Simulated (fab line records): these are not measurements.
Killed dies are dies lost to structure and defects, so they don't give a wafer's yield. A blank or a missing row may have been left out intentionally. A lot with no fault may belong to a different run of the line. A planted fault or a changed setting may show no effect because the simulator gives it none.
Which of the tools did it? | flow berkeley cmos170 | 45 wafers from 15 lots sampled at 2 of the route's 331 steps

WHAT THE GAUGES READ, wafer by wafer
UCB170_CONTACT_OVL_MEAS_16. Usual: for CONTACT_OVL the level is 0 nm and the standard deviation is 6.4.
lot  | measured     | on         | CONTACT_OVL (nm) | flag
L900 | day 6 19:52  | overlay-01 | -11 -4 5         |
L901 | day 7 00:03  | overlay-01 | 15 -2 8          |
L903 | day 7 15:58  | overlay-02 | 0 -6 0           |
L902 | day 7 16:31  | overlay-01 | -2 -5 1          |
L905 | day 8 01:43  | overlay-02 | 3 -15 -10        |
L907 | day 8 15:43  | overlay-01 | 4 11 5           |
L908 | day 8 16:07  | overlay-01 | 5 5 -4           |
L910 | day 9 01:11  | overlay-02 | -5 5 4           |
L912 | day 9 13:22  | overlay-01 | -9 -5 0          |
L911 | day 9 13:05  | overlay-02 | 4 6 -1           |
L917 | day 10 18:19 | overlay-01 | -8 0 -4          |
L915 | day 10 18:31 | overlay-02 | -9 -9 -9         |
L918 | day 10 18:52 | overlay-01 | -1 -1 -1         |
L919 | day 10 19:15 | overlay-01 | 3 9 5            |
L921 | day 11 09:38 | overlay-02 | -7 -11 -9        |

TOOL THAT RAN EACH LOT (tool first, then ch and the chambers of the sampled wafers, then the start)
lot  | UCB170_SILICIDE_RTA_04
L900 | rtp anneal-01 ch 0, day 6 15:53
L901 | rtp anneal-02 ch 0, day 6 20:08
L903 | rtp anneal-02 ch 0, day 7 08:13
L902 | rtp anneal-01 ch 0, day 7 08:23
L905 | rtp anneal-01 ch 0, day 7 19:46
L907 | rtp anneal-02 ch 0, day 8 10:24
L908 | rtp anneal-02 ch 0, day 8 11:02
L910 | rtp anneal-01 ch 0, day 8 20:48
L912 | rtp anneal-01 ch 0, day 9 07:45
L911 | rtp anneal-02 ch 0, day 9 08:10
L917 | rtp anneal-01 ch 0, day 10 10:34
L915 | rtp anneal-02 ch 0, day 10 10:44
L918 | rtp anneal-01 ch 0, day 10 11:03
L919 | rtp anneal-02 ch 0, day 10 11:52
L921 | rtp anneal-01 ch 0, day 11 03:26
- UCB170_SILICIDE_RTA_04: time 15 s.

WHAT THE TOOLS THEMSELVES READ (means of the sampled wafers that have a number; where no wafer has one, the mark that the record gives instead)
UCB170_SILICIDE_RTA_04. Usual: lamp power pct 10.22 %, standard deviation 0.057; wafer_temp_C_max 653.5, standard deviation 1.4.
lot  | tool          | lamp power pct (%) | wafer_temp_C_max | flag
L900 | rtp anneal-01 | 10.17              | 655.2            |
L901 | rtp anneal-02 | 10.29              | 651.9            |
L903 | rtp anneal-02 | 10.28              | 652.2            |
L902 | rtp anneal-01 | 10.18              | 655.2            |
L905 | rtp anneal-01 | 10.17              | 655.0            |
L907 | rtp anneal-02 | 10.28              | 652.3            |
L908 | rtp anneal-02 | 10.29              | 652.2            |
L910 | rtp anneal-01 | 10.17              | 655.1            |
L912 | rtp anneal-01 | 10.17              | 653.9            |
L911 | rtp anneal-02 | 10.28              | 651.7            |
L917 | rtp anneal-01 | 10.17              | 654.5            |
L915 | rtp anneal-02 | 10.28              | 652.4            |
L918 | rtp anneal-01 | 10.17              | 654.5            |
L919 | rtp anneal-02 | 10.27              | 652.0            |
L921 | rtp anneal-01 | 10.17              | 654.0            |

THE ANSWER, worked out from the rows above alone
Rule: a lot counts as off when the mean over its wafers that have a number is more than 3 standard deviations away from the usual mean. A lot without any number at a reading at which 4 lots or more have one is off too. The other lots that the step has rows for count as sound. The gauges are gone through in route order, then the tools' own readings, and for those a lot's mean is taken as printed above. The first step at which some lot is off is used, and at that step the reading that is off furthest; a lot without a number counts as furthest.
No lot is off on any of the readings shown, so nothing can be concluded from this.

WHAT WAS PUT IN BY THE SIMULATOR
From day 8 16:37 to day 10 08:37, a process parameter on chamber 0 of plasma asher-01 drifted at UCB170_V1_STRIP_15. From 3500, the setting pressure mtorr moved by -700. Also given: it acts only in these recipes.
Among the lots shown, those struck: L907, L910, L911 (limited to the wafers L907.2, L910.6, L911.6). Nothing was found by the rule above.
